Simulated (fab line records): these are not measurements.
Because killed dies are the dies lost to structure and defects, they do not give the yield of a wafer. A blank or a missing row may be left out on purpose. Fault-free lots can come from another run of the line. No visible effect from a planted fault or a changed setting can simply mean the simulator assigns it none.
Matching of chambers -- flow berkeleyCmos170 -- UCB170_FIELD_WET_ETCH_04 on wetBench-03: 3 sister chambers
The step etches SiO2 in dHF, time 60 s. 3 wafers are shown with their chamber, then 6 later ones without.

## WAFERS WITH THEIR CHAMBER
wafer,chamber,bathHeatDutyPct (%)
L958.6,3,7.1
L960.5,1,6.5
L961.4,2,5.8

## WAFERS WHOSE CHAMBER IS MISSING
wafer,bathHeatDutyPct (%)
L963.1,6.2
L963.2,6.2
L963.6,6.4
L964.1,6.5
L964.2,6.5
L964.6,7.2

## THE CHAMBER EACH PASSED THROUGH
wafer,from the rows above,in truth
L963.1,can't be placed: 1 or 2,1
L963.2,can't be placed: 1 or 2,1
L963.6,1,1
L964.1,1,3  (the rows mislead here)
L964.2,1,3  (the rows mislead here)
L964.6,3,3
2 of 6 placed correctly. Can't be placed from these rows: 2 (the true chamber is among the candidates in 2). Wrongly placed: 2.
How it was worked out, from the rows above alone: a wafer's distance from a chamber is the root of the sum, over the readings, of the square of ((its reading less the chamber's mean) divided by the reading's scatter). If the next closest chamber is less than 2 further off than the closest, the wafer can't be placed; otherwise it belongs to the closest. Each chamber's mean is taken over the wafers shown for it. The scatter (one wafer shown for each chamber): square how far every hidden wafer sits from the nearest shown wafer, average those squares and take the square root.
